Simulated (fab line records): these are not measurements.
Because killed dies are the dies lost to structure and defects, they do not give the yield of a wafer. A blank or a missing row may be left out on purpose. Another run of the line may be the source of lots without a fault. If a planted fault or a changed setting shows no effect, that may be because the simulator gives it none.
What tool caused it?	flow berkeley cmos170	42 wafers from 14 lots sampled at 4 of the route's 331 steps

## WHAT EACH GAUGE READ, for each wafer
UCB170_V1_THK_MEAS_04.
lot	measured	on	V1_POLISHED_THK (nm)
L999	day 7 02:35	film metro-04	998.7 999.8 1001.2
L101	day 7 10:17	film metro-03	1000.1 1000.0 999.5
L100	day 7 10:22	film metro-02	999.4 998.6 998.3
L104	day 8 03:31	film metro-03	1000.7 1002.4 1000.9
L102	day 8 03:50	film metro-02	1000.5 1000.5 998.6
L103	day 8 03:31	film metro-04	999.5 1000.4 999.2
L106	day 8 17:12	film metro-02	1001.6 1000.9 1001.5
L105	day 8 17:13	film metro-04	1000.1 1001.6 999.3
L107	day 8 23:59	film metro-03	999.5 1000.0 999.8
L120	day 12 04:36	film metro-04	999.8 1000.3 999.2
L121	day 12 04:36	film metro-03	999.6 997.9 1000.3
L122	day 12 04:18	film metro-04	999.6 1001.0 1001.1

## TOOL THAT RAN EACH LOT (tool first, then ch and the chambers of the sampled wafers, then the start)
lot	UCB170_NVT_STRIP_08	UCB170_GATE_ETCH_15	UCB170_M1_PEB_07
L999	plasma asher-04 ch 1, day 5 06:31	rie si-01 ch 0,1,3, day 5 22:43	litho track-02 ch 0, day 6 21:40
L101	plasma asher-04 ch 0,1, day 5 13:34	rie si-02 ch 1,2,3, day 6 06:12	litho track-04 ch 0, day 7 03:53
L100	plasma asher-02 ch 0,1, day 5 13:49	rie si-01 ch 2,3, day 6 05:58	litho track-02 ch 0, day 7 04:14
L104	plasma asher-01 ch 0,1, day 6 08:01	rie si-02 ch 0,1,3, day 7 00:44	litho track-01 ch 0, day 7 23:32
L102	plasma asher-02 ch 0,1, day 6 08:10	rie si-01 ch 0,1, day 7 00:53	litho track-04 ch 0, day 7 23:25
L103	plasma asher-01 ch 0,1, day 6 08:22	rie si-01 ch 0,1,3, day 7 00:37	litho track-01 ch 0, day 7 23:16
L106	plasma asher-04 ch 0,1, day 6 22:38	rie si-02 ch 0,2, day 7 12:50	litho track-04 ch 0, day 8 11:07
L105	plasma asher-02 ch 1, day 6 22:54	rie si-01 ch 0,1,2, day 7 13:05	litho track-01 ch 0, day 8 10:37
L107	plasma asher-01 ch 0,1, day 7 02:46	rie si-02 ch 0,1,3, day 7 18:51	litho track-02 ch 0, day 8 17:16
L119	plasma asher-02 ch 0,1, day 9 10:48	rie si-02 ch 0,2,3, day 9 21:32	litho track-01, day 10 20:23
L117	plasma asher-02 ch 0,1, day 9 11:31	rie si-01 ch 0,1,3, day 9 21:46	litho track-04, day 10 19:16
L120	plasma asher-04 ch 0,1, day 10 07:10	rie si-02 ch 0,1,3, day 10 22:17	litho track-04 ch 0, day 12 00:14
L121	plasma asher-01 ch 0,1, day 10 07:13	rie si-02 ch 1,3, day 10 22:34	litho track-04 ch 0, day 12 00:43
L122	plasma asher-02 ch 0,1, day 10 07:26	rie si-01 ch 0,2,3, day 10 22:19	litho track-02 ch 0, day 12 00:29
- UCB170_NVT_STRIP_08: strips in O2.
- UCB170_GATE_ETCH_15: etches poly-Si in HBr/Cl2, stops on SiO2, time 56.3 s, target depth 278.2 nm.
- UCB170_M1_PEB_07

## WHAT THE TOOLS THEMSELVES READ (means of the sampled wafers that have a number; where no wafer has one, the mark that the record gives instead)
UCB170_NVT_STRIP_08.
lot	tool	drypump motor current A (A)	oes product au (a.u.)	strip time to endpoint s (s)
L999	plasma asher-04	6.2	0.737	21.46
L101	plasma asher-04	5.6	0.737	21.30
L100	plasma asher-02	5.7	0.729	21.35
L104	plasma asher-01	6.0	0.730	21.42
L102	plasma asher-02	5.7	0.736	21.43
L103	plasma asher-01	6.0	0.736	21.50
L106	plasma asher-04	5.6	0.736	21.45
L105	plasma asher-02	4.8	0.736	21.46
L107	plasma asher-01	6.0	0.735	21.48
L119	plasma asher-02	5.2	0.730	21.43
L117	plasma asher-02	5.7	0.734	21.41
L120	plasma asher-04	5.9	0.734	21.35
L121	plasma asher-01	6.0	0.732	21.45
L122	plasma asher-02	5.7	0.730	21.46

UCB170_GATE_ETCH_15.
lot	tool	drypump motor current A (A)	oes product au (a.u.)	throttle valve pct (%)
L999	rie si-01	6.0	0.840	26.41
L101	rie si-02	5.4	0.835	26.30
L100	rie si-01	6.0	0.844	26.61
L104	rie si-02	5.5	0.834	26.40
L102	rie si-01	6.0	0.841	26.32
L103	rie si-01	6.0	0.841	26.40
L106	rie si-02	5.5	0.830	26.17
L105	rie si-01	6.0	0.832	26.38
L107	rie si-02	5.5	0.824	26.39
L119	rie si-02	5.4	0.826	26.32
L117	rie si-01	6.0	0.835	26.41
L120	rie si-02	5.6	0.827	26.39
L121	rie si-02	5.4	0.823	26.44
L122	rie si-01	6.1	0.837	26.54

UCB170_M1_PEB_07.
lot	tool	chill plate temp C (C)	exhaust pa (Pa)	plate sensor t centre C (C)	plate sensor t edge C (C)
L999	litho track-02	22.88	45.4	131.40	131.52
L101	litho track-04	23.07	43.8	131.40	131.53
L100	litho track-02	22.97	43.8	131.40	131.53
L104	litho track-01	22.96	45.5	131.41	131.52
L102	litho track-04	23.06	43.0	131.41	131.53
L103	litho track-01	23.07	46.3	131.42	131.54
L106	litho track-04	22.88	45.1	131.41	131.53
L105	litho track-01	23.00	46.6	131.41	131.53
L107	litho track-02	22.91	44.3	131.41	131.54
L119	litho track-01	-	-	-	-
L117	litho track-04	-	-	-	-
L120	litho track-04	22.98	44.5	131.40	131.52
L121	litho track-04	22.91	45.2	131.41	131.53
L122	litho track-02	23.04	44.6	131.41	131.53

## THE ANSWER, worked out from the rows above alone
Rule: usual is defined by the lots themselves. Put in order of their means at a reading, lots are off if they are a third of the lots or fewer, leave a main group of 4 or more, and stand apart from it by a gap of 3 or more times the standard deviation of the main group's means; of several such gaps the widest counts. A main group is skipped when, at the precision printed for the reading in the tables above, its means are all equal. A lot without any number at a reading at which 4 lots or more have one is off too. Where the step has rows for the other lots, those lots are counted as sound. After the gauges, taken in route order, come the tools' own readings; for these a lot's mean is taken, as printed above. The first step at which some lot is off is used, and at that step the reading that is off furthest; a lot without a number counts as furthest.
Off, at UCB170_M1_PEB_07 on chill plate temp C: L119, L117. Without a number there: L119, L117. The main group: mean 22.98 C, standard deviation 0.069.
If a tool, at that step or one of the process steps before it, ran each lot that is off and ran no sound lot following the first of them, it fits. No candidate that was tried fits.

## WHAT HAD BEEN PUT IN BY THE SIMULATOR
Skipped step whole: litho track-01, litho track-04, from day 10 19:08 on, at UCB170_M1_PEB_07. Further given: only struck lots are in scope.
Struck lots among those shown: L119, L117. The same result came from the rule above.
